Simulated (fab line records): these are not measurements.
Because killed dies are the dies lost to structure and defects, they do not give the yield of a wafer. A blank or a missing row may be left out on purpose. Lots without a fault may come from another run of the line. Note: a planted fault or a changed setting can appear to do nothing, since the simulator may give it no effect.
Which tool did it? :: flow berkeley-cmos170 :: 14 lots with 42 wafers sampled at 3 steps, on a route of 331 steps

## WHAT THE GAUGES READ, wafer by wafer
UCB170_V1_THK_MEAS_04.
lot: L387
measured: day 7 04:49
on: film-metro-02
V1_POLISHED_THK (nm): 998.7 998.7 998.3

lot: L388
measured: day 7 17:58
on: film-metro-01
V1_POLISHED_THK (nm): 1002.0 1001.8 1001.3

lot: L389
measured: day 8 06:11
on: film-metro-02
V1_POLISHED_THK (nm): 999.1 1000.8 999.4

lot: L390
measured: day 8 10:32
on: film-metro-02
V1_POLISHED_THK (nm): 999.5 1001.2 1000.8

lot: L391
measured: day 8 10:32
on: film-metro-04
V1_POLISHED_THK (nm): 1001.4 1001.0 1001.7

lot: L392
measured: day 8 19:50
on: film-metro-02
V1_POLISHED_THK (nm): 1000.1 1001.3 1000.4

lot: L394
measured: day 9 05:33
on: film-metro-01
V1_POLISHED_THK (nm): 1001.1 1000.0 1000.7

lot: L395
measured: day 9 11:32
on: film-metro-01
V1_POLISHED_THK (nm): 1001.0 1001.7 999.8

lot: L397
measured: day 9 17:40
on: film-metro-02
V1_POLISHED_THK (nm): 1001.5 1001.4 1002.6

lot: L402
measured: day 10 18:51
on: film-metro-04
V1_POLISHED_THK (nm): 1002.1 1003.3 1002.2

lot: L405
measured: day 10 21:44
on: film-metro-01
V1_POLISHED_THK (nm): 1001.8 1000.1 1000.3

lot: L404
measured: day 11 03:40
on: film-metro-04
V1_POLISHED_THK (nm): 999.6 1001.2 1001.9

lot: L406
measured: day 11 19:07
on: film-metro-01
V1_POLISHED_THK (nm): 1000.8 1002.2 1001.5

lot: L409
measured: day 12 12:14
on: film-metro-02
V1_POLISHED_THK (nm): 999.3 1001.3 1000.0

## WHAT TOOL EACH LOT RAN ON (gives the tool, then ch and the chambers of the sampled wafers, and finally the start)
lot: L387
UCB170_CONTACT_ETCH_17: rie-diel-01 ch 0,2,3, day 6 18:58
UCB170_CONTACT_ETCH_18: rie-diel-01 ch 0,2,3, day 7 04:49 or earlier

lot: L388
UCB170_CONTACT_ETCH_17: rie-diel-02 ch 1,2, day 7 08:38
UCB170_CONTACT_ETCH_18: rie-diel-02 ch 1,2, day 7 17:58 or earlier

lot: L389
UCB170_CONTACT_ETCH_17: rie-diel-04 ch 0,1, day 7 20:29
UCB170_CONTACT_ETCH_18: rie-diel-04 ch 0,1, day 8 06:11 or earlier

lot: L390
UCB170_CONTACT_ETCH_17: rie-diel-02 ch 0,2,3, day 8 04:32
UCB170_CONTACT_ETCH_18: rie-diel-02 ch 0,2,3, day 8 10:32 or earlier

lot: L391
UCB170_CONTACT_ETCH_17: rie-diel-01 ch 2,3, day 8 04:44
UCB170_CONTACT_ETCH_18: rie-diel-01 ch 2,3, day 8 10:32 or earlier

lot: L392
UCB170_CONTACT_ETCH_17: rie-diel-04 ch 0,2, day 8 13:47
UCB170_CONTACT_ETCH_18: rie-diel-04 ch 0,2, day 8 19:50 or earlier

lot: L394
UCB170_CONTACT_ETCH_17: rie-diel-04 ch 1,2,3, day 8 21:58
UCB170_CONTACT_ETCH_18: rie-diel-04 ch 1,2,3, day 9 05:33 or earlier

lot: L395
UCB170_CONTACT_ETCH_17: rie-diel-01 ch 0,3, day 9 07:07
UCB170_CONTACT_ETCH_18: rie-diel-01 ch 0,3, day 9 11:32 or earlier

lot: L397
UCB170_CONTACT_ETCH_17: rie-diel-02 ch 1,3, day 9 11:12
UCB170_CONTACT_ETCH_18: rie-diel-02 ch 1,3, day 9 17:40 or earlier

lot: L402
UCB170_CONTACT_ETCH_17: rie-diel-01 ch 0,2, day 10 11:10
UCB170_CONTACT_ETCH_18: rie-diel-01 ch 0,2, day 10 18:51 or earlier

lot: L405
UCB170_CONTACT_ETCH_17: rie-diel-01 ch 2,3, day 10 16:34
UCB170_CONTACT_ETCH_18: rie-diel-01 ch 2,3, day 10 21:44 or earlier

lot: L404
UCB170_CONTACT_ETCH_17: rie-diel-04 ch 2,3, day 10 20:53
UCB170_CONTACT_ETCH_18: rie-diel-04 ch 2,3, day 11 03:40 or earlier

lot: L406
UCB170_CONTACT_ETCH_17: rie-diel-04 ch 1,2,3, day 11 12:05
UCB170_CONTACT_ETCH_18: rie-diel-04 ch 1,2,3, day 11 19:07 or earlier

lot: L409
UCB170_CONTACT_ETCH_17: rie-diel-04 ch 0,2,3, day 12 06:04
UCB170_CONTACT_ETCH_18: rie-diel-04 ch 0,2,3, day 12 12:14 or earlier
- UCB170_CONTACT_ETCH_17: etches BARC in N2/H2.
- UCB170_CONTACT_ETCH_18: etches PSG in CHF3/CF4/Ar, stops on TiSi2, target depth 840 nm, time 195 s.

## WHAT THE TOOLS THEMSELVES READ (means of the sampled wafers that have a number; where no wafer has one, the mark that the record gives instead)
UCB170_CONTACT_ETCH_17.
lot: L387
tool: rie-diel-01
drypump-motor-current-A (A): 5.7
n2-flow-sccm (sccm): 100.1
oes-product-au (a.u.): 1.025
rf-fwd-power-W (W): 492.4
throttle-valve-pct (%): 13.47

lot: L388
tool: rie-diel-02
drypump-motor-current-A (A): 5.6
n2-flow-sccm (sccm): 100.1
oes-product-au (a.u.): 1.020
rf-fwd-power-W (W): 496.5
throttle-valve-pct (%): 13.07

lot: L389
tool: rie-diel-04
drypump-motor-current-A (A): 5.2
n2-flow-sccm (sccm): 99.7
oes-product-au (a.u.): 1.000
rf-fwd-power-W (W): 492.3
throttle-valve-pct (%): 13.13

lot: L390
tool: rie-diel-02
drypump-motor-current-A (A): 5.5
n2-flow-sccm (sccm): 99.8
oes-product-au (a.u.): 1.019
rf-fwd-power-W (W): 495.4
throttle-valve-pct (%): 13.16

lot: L391
tool: rie-diel-01
drypump-motor-current-A (A): 5.2
n2-flow-sccm (sccm): 100.2
oes-product-au (a.u.): 1.012
rf-fwd-power-W (W): 493.2
throttle-valve-pct (%): 13.36

lot: L392
tool: rie-diel-04
drypump-motor-current-A (A): 5.2
n2-flow-sccm (sccm): 99.9
oes-product-au (a.u.): 0.984
rf-fwd-power-W (W): 495.0
throttle-valve-pct (%): 13.04

lot: L394
tool: rie-diel-04
drypump-motor-current-A (A): 5.6
n2-flow-sccm (sccm): 100.0
oes-product-au (a.u.): 0.988
rf-fwd-power-W (W): 495.4
throttle-valve-pct (%): 13.16

lot: L395
tool: rie-diel-01
drypump-motor-current-A (A): 5.9
n2-flow-sccm (sccm): 99.9
oes-product-au (a.u.): 1.019
rf-fwd-power-W (W): 493.8
throttle-valve-pct (%): 13.53

lot: L397
tool: rie-diel-02
drypump-motor-current-A (A): 5.5
n2-flow-sccm (sccm): 99.9
oes-product-au (a.u.): 1.011
rf-fwd-power-W (W): 494.6
throttle-valve-pct (%): 13.29

lot: L402
tool: rie-diel-01
drypump-motor-current-A (A): 6.2
n2-flow-sccm (sccm): 100.1
oes-product-au (a.u.): 1.010
rf-fwd-power-W (W): 493.7
throttle-valve-pct (%): 13.59

lot: L405
tool: rie-diel-01
drypump-motor-current-A (A): 5.2
n2-flow-sccm (sccm): 99.6
oes-product-au (a.u.): 1.021
rf-fwd-power-W (W): 493.4
throttle-valve-pct (%): 13.37

lot: L404
tool: rie-diel-04
drypump-motor-current-A (A): 6.0
n2-flow-sccm (sccm): 100.4
oes-product-au (a.u.): 1.007
rf-fwd-power-W (W): 497.1
throttle-valve-pct (%): 13.04

lot: L406
tool: rie-diel-04
drypump-motor-current-A (A): 5.7
n2-flow-sccm (sccm): 100.1
oes-product-au (a.u.): 1.001
rf-fwd-power-W (W): 495.3
throttle-valve-pct (%): 13.17

lot: L409
tool: rie-diel-04
drypump-motor-current-A (A): 5.6
n2-flow-sccm (sccm): 99.7
oes-product-au (a.u.): 1.010
rf-fwd-power-W (W): 495.8
throttle-valve-pct (%): 13.02

UCB170_CONTACT_ETCH_18.
lot: L387
tool: rie-diel-01
drypump-motor-current-A (A): 5.6
oes-product-au (a.u.): 0.908
rf-fwd-power-W (W): 697.4
throttle-valve-pct (%): 7.02

lot: L388
tool: rie-diel-02
drypump-motor-current-A (A): 5.6
oes-product-au (a.u.): 0.889
rf-fwd-power-W (W): 696.6
throttle-valve-pct (%): 6.78

lot: L389
tool: rie-diel-04
drypump-motor-current-A (A): 5.2
oes-product-au (a.u.): 0.906
rf-fwd-power-W (W): 696.7
throttle-valve-pct (%): 6.74

lot: L390
tool: rie-diel-02
drypump-motor-current-A (A): 5.5
oes-product-au (a.u.): 0.886
rf-fwd-power-W (W): 698.3
throttle-valve-pct (%): 6.80

lot: L391
tool: rie-diel-01
drypump-motor-current-A (A): 5.2
oes-product-au (a.u.): 0.893
rf-fwd-power-W (W): 695.1
throttle-valve-pct (%): 6.94

lot: L392
tool: rie-diel-04
drypump-motor-current-A (A): 5.2
oes-product-au (a.u.): 0.889
rf-fwd-power-W (W): 697.8
throttle-valve-pct (%): 6.80

lot: L394
tool: rie-diel-04
drypump-motor-current-A (A): 5.6
oes-product-au (a.u.): 0.885
rf-fwd-power-W (W): 696.5
throttle-valve-pct (%): 6.85

lot: L395
tool: rie-diel-01
drypump-motor-current-A (A): 5.9
oes-product-au (a.u.): 0.909
rf-fwd-power-W (W): 697.9
throttle-valve-pct (%): 7.04

lot: L397
tool: rie-diel-02
drypump-motor-current-A (A): 5.5
oes-product-au (a.u.): 0.886
rf-fwd-power-W (W): 695.8
throttle-valve-pct (%): 6.85

lot: L402
tool: rie-diel-01
drypump-motor-current-A (A): 6.2
oes-product-au (a.u.): 0.911
rf-fwd-power-W (W): 696.8
throttle-valve-pct (%): 7.11

lot: L405
tool: rie-diel-01
drypump-motor-current-A (A): 5.2
oes-product-au (a.u.): 0.889
rf-fwd-power-W (W): 697.8
throttle-valve-pct (%): 6.94

lot: L404
tool: rie-diel-04
drypump-motor-current-A (A): 6.0
oes-product-au (a.u.): 0.885
rf-fwd-power-W (W): 698.5
throttle-valve-pct (%): 6.77

lot: L406
tool: rie-diel-04
drypump-motor-current-A (A): 5.6
oes-product-au (a.u.): 0.883
rf-fwd-power-W (W): 697.5
throttle-valve-pct (%): 6.85

lot: L409
tool: rie-diel-04
drypump-motor-current-A (A): 5.6
oes-product-au (a.u.): 0.896
rf-fwd-power-W (W): 699.3
throttle-valve-pct (%): 6.75

## THE ANSWER, worked out from the rows above alone
Rule: the lots themselves supply what counts as usual. The widest of any qualifying gaps counts: lots, ordered by their means at a reading, are off when they make up no more than a third of the lots, leave a main group of 4 or more, and stand apart from it by 3 or more times the standard deviation of that group's means. A main group whose means are all the same, to the digits that the tables above print for the reading, isn't used. Also off: a lot with no number at a reading for which 4 or more lots have one. Where the step has rows for the other lots, those lots are counted as sound. The gauges are gone through in route order, then the tools' own readings, and for those a lot's mean is taken as printed above. The first step at which some lot is off is used, and at that step the reading that is off furthest; a lot without a number counts as furthest.
Nothing can be told from this: no lot is off at any reading shown.

## WHAT WAS PUT IN BY THE SIMULATOR
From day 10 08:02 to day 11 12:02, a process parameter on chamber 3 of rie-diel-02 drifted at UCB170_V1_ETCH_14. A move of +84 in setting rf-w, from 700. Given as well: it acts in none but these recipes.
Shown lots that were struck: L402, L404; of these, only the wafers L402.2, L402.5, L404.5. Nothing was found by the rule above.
